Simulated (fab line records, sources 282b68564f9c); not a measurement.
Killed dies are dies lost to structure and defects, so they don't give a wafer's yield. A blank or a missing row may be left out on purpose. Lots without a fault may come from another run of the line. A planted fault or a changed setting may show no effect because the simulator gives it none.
A struck lot beside a sound one | flow rit_cmos | 18 steps out of a route of 202
Sound: wafers L847.1, L847.2, L847.4. Struck: wafers L855.1, L855.4, L855.5. The cause comes at the end.
At each step with rows: each side's tool, then ch and its chambers, then its first start. Under that, the readings that differ: sound wafers | struck wafers | difference of the means | sigmas: that difference in standard deviations of wafers without a fault.
alike: readings whose means differ by less than 2 such deviations, and words and numbers that are the same on both sides. not compared: withheld readings, readings that some wafer has no value for, bounds like >300 that may hide the same value, and numbers for which the record gives no deviation and whose values overlap.
The two part at a step that has a row with sigmas, a row that says differs or no value, or rows on one side only. Numbers that don't overlap but have no deviation are shown without sigmas and don't part them. A reading that every wafer of one side lacks parts them only if that side has two wafers or more.

first, 2 steps without rows for these wafers: RIT_ACTIVE_CLEAN_17 (cleans in SC2, time 600 s); RIT_FOX1_OXIDATION_00 (target thk 350.7 nm, ox time 1130 s).
RIT_FOX1_THK_MEAS_01:
  sound on film_metro-01, day 3 20:44; struck on film_metro-04, day 5 14:17
  alike: FOX1_OXIDE_THK
then, 2 steps without rows for these wafers: RIT_FOX1_WET_ETCH_02 (etches SiO2 in BOE, target depth 350 nm, time 390 s); RIT_FOX2_OXIDATION_00 (target thk 350.7 nm, ox time 1130 s).
RIT_FOX2_THK_MEAS_01:
  sound on film_metro-04, day 3 22:51; struck on film_metro-03, day 5 15:47
  alike: FOX2_OXIDE_THK
then, 2 steps without rows for these wafers: RIT_FOX2_CLEAN_02 (cleans in dHF, time 180 s); RIT_FOX2_WET_ETCH_03 (etches Si3N4 in H3PO4, target depth 195 nm, time 2801 s).
RIT_FOX2_THK_MEAS_90:
  sound on film_metro-01, day 3 23:43; struck on film_metro-01, day 5 16:43
  alike: FIELD_OXIDE_LEFT_1_THK
then, 3 steps without rows for these wafers: RIT_NWELL_HMDS_00 (prime time 60 s); RIT_NWELL_COAT_01 (resist thk 1300 nm); RIT_NWELL_SOFTBAKE_02 (time 60 s).
RIT_NWELL_EXPOSE_03: exposes mask M2, target cd 43900 nm.
  sound on iline_stepper-02 ch 0, day 4 00:19; struck on iline_stepper-02 ch 0, day 5 17:25
  reading                       | sound                   | struck               | difference | sigmas
  model.NWELL.overlay_x_nm (nm) | -0.5601 -0.5601 -0.5601 | -149.2 -149.2 -149.2 | -148.6     |
  alike: mask
then, 2 steps without rows for these wafers: RIT_NWELL_PEB_04; RIT_NWELL_DEVELOP_05 (develop time 68 s).
RIT_NWELL_OVL_MEAS_06:
  sound on overlay-01, day 4 00:45; struck on overlay-01, day 5 17:51
  reading        | sound         | struck               | difference | sigmas
  NWELL_OVL (nm) | -1.6 -0.5 1.3 | -147.6 -147.8 -147.2 | -147.3     | -98
then, 1 step without rows for these wafers: RIT_NWELL_HARDBAKE_07 (time 120 s).
RIT_M1_PROBE_99:
  sound on prober-01, day 5 16:10; struck on prober-02, day 7 08:46
  reading                                 | sound             | struck            | difference | sigmas
  model.etest.well_edge_right.line_ohm_um | 183.2 182.9 182.2 | 192.6 190.6 192.7 | +9.2       |
  model.etest.well_edge_left.line_ohm_um  | 179.2 180.6 184   | 177.3 176.6 174.7 | -5.1       |
  alike: killed_at_M0_to_M3, killed_at_contacts, killed_at_front_end, killed_dies, killed_open, killed_short

WHERE THEY PART
Only at RIT_NWELL_OVL_MEAS_06, within this record. Later steps at which nothing parts them and some readings are alike: RIT_M1_PROBE_99.

WHY: what the simulator had put in
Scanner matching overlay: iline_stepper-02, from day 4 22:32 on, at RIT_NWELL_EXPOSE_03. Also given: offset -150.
